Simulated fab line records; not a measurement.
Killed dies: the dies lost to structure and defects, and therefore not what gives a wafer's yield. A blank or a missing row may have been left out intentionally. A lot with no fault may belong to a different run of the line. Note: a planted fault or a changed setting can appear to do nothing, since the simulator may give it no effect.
What tool caused it? :: flow rit-cmos :: Sampling: 8 lots, 24 wafers, 3 of 202 route steps

WHAT EACH GAUGE READ, for each wafer
RIT_CONTACT_CD_MEAS_08: the cd target is 1000 nm.
lot: L668
measured: day 3 07:56
on: cd-sem-02
cd-nm (nm): 997.8 997.9 999.0

lot: L671
measured: day 4 02:01
on: cd-sem-01
cd-nm (nm): 998.1 997.9 998.6

lot: L674
measured: day 4 14:55
on: cd-sem-02
cd-nm (nm): 1000.6 999.9 1001.2

lot: L676
measured: day 5 07:59
on: cd-sem-02
cd-nm (nm): 1016.4 1016.9 1015.9

lot: L679
measured: day 6 01:30
on: cd-sem-02
cd-nm (nm): 1009.5 1006.8 1008.7

lot: L681
measured: day 6 07:46
on: cd-sem-02
cd-nm (nm): 1009.3 1008.8 1007.6

lot: L685
measured: day 6 22:48
on: cd-sem-02
cd-nm (nm): 998.2 997.7 1000.1

lot: L690
measured: day 8 02:41
on: cd-sem-02
cd-nm (nm): 999.9 1002.1 1000.7

WHICH TOOL RAN EACH LOT (tool, then ch and the chambers of the sampled wafers, then the start)
lot: L668
RIT_NSD_STRIP_09: plasma-asher-02 ch 0,1, day 3 03:37
RIT_CONTACT_EXPOSE_05: iline-stepper-01 ch 0, day 3 07:26

lot: L671
RIT_NSD_STRIP_09: plasma-asher-04 ch 0,1, day 3 21:35
RIT_CONTACT_EXPOSE_05: iline-stepper-01 ch 0, day 4 01:30

lot: L674
RIT_NSD_STRIP_09: plasma-asher-01 ch 0,1, day 4 10:37
RIT_CONTACT_EXPOSE_05: iline-stepper-01 ch 0, day 4 14:23

lot: L676
RIT_NSD_STRIP_09: plasma-asher-04 ch 0,1, day 5 03:49
RIT_CONTACT_EXPOSE_05: iline-stepper-01 ch 0, day 5 07:28

lot: L679
RIT_NSD_STRIP_09: plasma-asher-02 ch 0,1, day 5 20:50
RIT_CONTACT_EXPOSE_05: iline-stepper-01 ch 0, day 6 00:44

lot: L681
RIT_NSD_STRIP_09: plasma-asher-04 ch 0,1, day 6 03:26
RIT_CONTACT_EXPOSE_05: iline-stepper-01 ch 0, day 6 07:14

lot: L685
RIT_NSD_STRIP_09: plasma-asher-02 ch 0,1, day 6 18:30
RIT_CONTACT_EXPOSE_05: iline-stepper-02 ch 0, day 6 22:17

lot: L690
RIT_NSD_STRIP_09: plasma-asher-01 ch 0, day 7 22:01
RIT_CONTACT_EXPOSE_05: iline-stepper-02 ch 0, day 8 02:10
- RIT_NSD_STRIP_09: strips in O2, time 180 s.
- RIT_CONTACT_EXPOSE_05: exposes mask M11, target cd 1000 nm.

THE ANSWER, worked out from the rows above alone
Rule: the lots themselves supply what counts as usual. Put in order of their means at a reading, lots are off if they are a third of the lots or fewer, leave a main group of 4 or more, and stand apart from it by a gap of 3 or more times the standard deviation of the main group's means; of several such gaps the widest counts. If all means in a main group match to the digits the tables above print for the reading, that group is not used. A lot without any number at a reading at which 4 lots or more have one is off too. Any other lot the step has rows for is counted as sound.
Across all readings shown, no lot is off: no conclusion can be drawn from this.

WHAT HAD BEEN PUT IN BY THE SIMULATOR
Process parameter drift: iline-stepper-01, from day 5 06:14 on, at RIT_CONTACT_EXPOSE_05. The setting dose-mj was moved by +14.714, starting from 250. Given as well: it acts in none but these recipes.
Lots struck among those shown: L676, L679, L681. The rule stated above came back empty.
